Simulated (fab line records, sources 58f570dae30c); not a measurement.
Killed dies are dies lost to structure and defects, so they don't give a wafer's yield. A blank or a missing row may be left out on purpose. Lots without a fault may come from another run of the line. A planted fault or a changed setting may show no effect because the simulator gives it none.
Which tool did it? | flow berkeley_cmos170 | 14 lots, 42 wafers sampled, at 2 steps of a route of 331

WHAT THE GAUGES READ, wafer by wafer
UCB170_CONTACT_THK_MEAS_02.
lot  | measured     | on            | CONTACT_PSG_THK (nm)
L961 | day 7 07:51  | film_metro-01 | 699 698 705
L962 | day 7 15:37  | film_metro-01 | 700 702 705
L964 | day 7 16:23  | film_metro-02 | 686 687 687
L963 | day 7 17:23  | film_metro-02 | 694 696 696
L966 | day 8 02:07  | film_metro-01 | 699 700 702
L967 | day 8 03:54  | film_metro-02 | 698 691 699
L968 | day 8 16:45  | film_metro-01 | 705 706 708
L970 | day 8 16:45  | film_metro-03 | 688 692 690
L971 | day 8 18:37  | film_metro-02 | 693 691 691
L972 | day 9 02:57  | film_metro-01 | 714 709 710
L975 | day 9 17:50  | film_metro-03 | 985 981 984
L976 | day 9 17:50  | film_metro-01 | 974 977 976
L980 | day 11 03:50 | film_metro-02 | 699 693 697
L983 | day 11 13:33 | film_metro-01 | 704 700 695

WHICH TOOL RAN EACH LOT (tool, then ch and the chambers of the sampled wafers, then the start)
lot  | UCB170_CONTACT_CVD_01
L961 | lpcvd-02 ch 0, day 7 06:04
L962 | lpcvd-02 ch 1, day 7 13:49
L964 | lpcvd-01 ch 0, day 7 14:35
L963 | lpcvd-02 ch 1, day 7 15:36
L966 | lpcvd-02 ch 1, day 8 00:19
L967 | lpcvd-02 ch 0, day 8 02:07
L968 | lpcvd-02 ch 0, day 8 14:58
L970 | lpcvd-02 ch 0, day 8 14:58
L971 | lpcvd-01 ch 1, day 8 16:48
L972 | lpcvd-02 ch 0, day 9 01:10
L975 | lpcvd-02 ch 0, day 9 16:03
L976 | lpcvd-02 ch 0, day 9 16:03
L980 | lpcvd-01 ch 0, day 11 02:02
L983 | lpcvd-01 ch 1, day 11 11:46
- UCB170_CONTACT_CVD_01: deposits PSG from SiH4/O2/PH3, target thk 700 nm, time 2820 s.

WHAT THE TOOLS THEMSELVES READ (means of the sampled wafers that have a number; where no wafer has one, the mark that the record gives instead)
UCB170_CONTACT_CVD_01.
lot  | tool     | o2_flow_sccm (sccm) | pressure_mtorr (mTorr) | spike_tc_load_C (C)
L961 | lpcvd-02 | 89.83               | 299.4                  | 469.2
L962 | lpcvd-02 | 90.05               | 299.7                  | 467.8
L964 | lpcvd-01 | 90.50               | 299.6                  | 467.5
L963 | lpcvd-02 | 89.99               | 300.2                  | 468.2
L966 | lpcvd-02 | 89.91               | 299.6                  | 468.2
L967 | lpcvd-02 | 90.02               | 299.7                  | 468.3
L968 | lpcvd-02 | 90.02               | 300.6                  | 468.5
L970 | lpcvd-02 | 89.92               | 300.7                  | 469.3
L971 | lpcvd-01 | 90.22               | 300.7                  | 470.6
L972 | lpcvd-02 | 89.80               | 299.8                  | 469.3
L975 | lpcvd-02 | 89.92               | 300.0                  | 467.9
L976 | lpcvd-02 | 90.10               | 299.8                  | 469.0
L980 | lpcvd-01 | 90.26               | 300.1                  | 467.6
L983 | lpcvd-01 | 89.85               | 301.3                  | 471.1

THE ANSWER, worked out from the rows above alone
Rule: what is usual is taken from the lots themselves. Put in order of their means at a reading, lots are off if they are a third of the lots or fewer, leave a main group of 4 or more, and stand apart from it by a gap of 3 or more times the standard deviation of the main group's means; of several such gaps the widest counts. A main group whose means are all the same, to the digits that the tables above print for the reading, isn't used. A lot without any number at a reading at which 4 lots or more have one is off too. The other lots that the step has rows for count as sound. The gauges are gone through in route order, then the tools' own readings, and for those a lot's mean is taken as printed above. The first step at which some lot is off is used, and at that step the reading that is off furthest; a lot without a number counts as furthest.
Off: L975, L976, at UCB170_CONTACT_THK_MEAS_02 (CONTACT_PSG_THK). The main group: mean 698 nm, standard deviation 6.6.
A tool fits if, at a process step before that reading, it ran every lot that is off, and no sound lot after the first of them. The gauges at UCB170_CONTACT_THK_MEAS_02 are tried like those tools. One fits: lpcvd-02 at UCB170_CONTACT_CVD_01. Its last sound lot is L972 (day 9 01:10), its first lot that is off L975 (day 9 16:03): a fault that began between those two fits.

WHAT THE SIMULATOR HAD PUT IN
Process parameter drift: lpcvd-02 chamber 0, from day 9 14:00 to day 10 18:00, at UCB170_CONTACT_CVD_01. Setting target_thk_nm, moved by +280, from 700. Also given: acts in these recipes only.
Lots struck among those shown: L976, L975. The rule above found the same.
